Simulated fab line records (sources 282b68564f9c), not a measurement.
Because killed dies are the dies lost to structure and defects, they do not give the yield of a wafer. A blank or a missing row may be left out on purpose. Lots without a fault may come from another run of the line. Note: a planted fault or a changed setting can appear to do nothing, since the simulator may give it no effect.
2 desks, one fault || flow rit_cmos || every desk sees just its own numbers, and what lay behind them comes last

== METROLOGY DESK ==
Means of the sampled wafers that have a number, per lot and without regard to the tool the lot ran on: this is what the gauges read. Any lot whose mean is over 4 standard deviations away from the usual mean is out of limits and marked OUT; that distance is given in the brackets.
Columns: A = PWELL_OVL at RIT_PWELL_OVL_MEAS_06, usual 0.1 nm; B = PLDD_OVL at RIT_PLDD_OVL_MEAS_06, usual -0.2 nm; C = PSD_RS at RIT_SDANNEAL_RS_MEAS_04, usual 116.07 ohm/sq
{"lot": "L239", "first seen here": "day 1 22:48", "A": 2.7, "B": -1.8, "C": 116.36}
{"lot": "L240", "first seen here": "day 2 03:46", "A": -2.3, "B": 1.0, "C": 116.14}
{"lot": "L241", "first seen here": "day 2 09:14", "A": -0.8, "B": 0.8, "C": 116.39}
{"lot": "L243", "first seen here": "day 2 19:55", "A": -1.0, "B": 2.6, "C": 116.08}
{"lot": "L244", "first seen here": "day 3 00:12", "A": 0.2, "B": 0.6, "C": 116.13}
{"lot": "L246", "first seen here": "day 3 09:43", "A": 1.8, "B": -0.4, "C": 116.00}
{"lot": "L247", "first seen here": "day 3 13:49", "A": 1.5, "B": 0.0, "C": 116.41}
{"lot": "L248", "first seen here": "day 3 20:24", "A": 0.3, "B": -0.8, "C": 116.05}
{"lot": "L249", "first seen here": "day 3 23:44", "A": -1.5, "B": 1.0, "C": 116.33}
{"lot": "L250", "first seen here": "day 4 04:59", "A": -0.3, "B": -1.5, "C": 116.14}
{"lot": "L252", "first seen here": "day 4 15:41", "A": "241.1 (+99 or more) OUT", "B": 0.7, "C": 116.27}
{"lot": "L254", "first seen here": "day 5 01:35", "A": "240.7 (+99 or more) OUT", "B": 3.6, "C": 115.53}
{"lot": "L256", "first seen here": "day 5 11:10", "A": "238.0 (+99 or more) OUT", "B": -2.8, "C": 115.90}
{"lot": "L259", "first seen here": "day 6 02:09", "A": 1.1, "B": -1.5, "C": 116.01}
{"lot": "L262", "first seen here": "day 6 17:13", "A": 2.7, "B": 0.6, "C": 116.48}
This desk finds L252, L254, L256 out of limits, with the earliest case on L252 at day 4 15:41 (PWELL_OVL at RIT_PWELL_OVL_MEAS_06). L239, L240, L241, L243, L244, L246, L247, L248, L249, L250, L259, L262: within limits.

== DESK OF THE TOOL OWNER: iline_stepper-01 ==
The tool's own readings at RIT_PWELL_EXPOSE_03 (exposes mask M3, target cd 43700 nm): means of the sampled wafers that have a number, for each lot that ran on this tool. Any lot whose mean is over 4 standard deviations away from the usual mean is out of limits and marked OUT; that distance is given in the brackets.
Columns: A = exposure_dose_mJ_cm2 at RIT_PWELL_EXPOSE_03, usual 249.98; B = focus_offset_nm at RIT_PWELL_EXPOSE_03, usual -0.1 nm
{"lot": "L241", "first seen here": "day 2 08:48", "A": 250.13, "B": 0.1}
{"lot": "L244", "first seen here": "day 2 23:47", "A": 249.79, "B": 0.3}
{"lot": "L246", "first seen here": "day 3 09:18", "A": 249.79, "B": -0.3}
{"lot": "L247", "first seen here": "day 3 13:23", "A": 249.85, "B": 0.0}
{"lot": "L252", "first seen here": "day 4 15:17", "A": 250.50, "B": -0.6}
{"lot": "L254", "first seen here": "day 5 01:09", "A": 249.86, "B": -0.2}
{"lot": "L256", "first seen here": "day 5 10:44", "A": 250.16, "B": -0.1}
Result from this desk: across the 7 lots, nothing is out of limits.

== ALL TOGETHER ==
The metrology desk could have raised an alarm at day 4 15:41, on L252, L254, L256.
Nothing out of limits was seen by the tool owner's desk.
On record at the tool owner's desk: L252, L254, L256, within its limits.
On iline_stepper-01, each named lot ran RIT_PWELL_EXPOSE_03.

== WHAT THE SIMULATOR PUT IN ==
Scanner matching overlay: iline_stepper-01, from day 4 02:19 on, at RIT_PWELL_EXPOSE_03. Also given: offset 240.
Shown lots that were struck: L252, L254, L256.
Per desk, hours elapsed from the start of the fault to the first reading out of limits: for the metrology desk, 13.
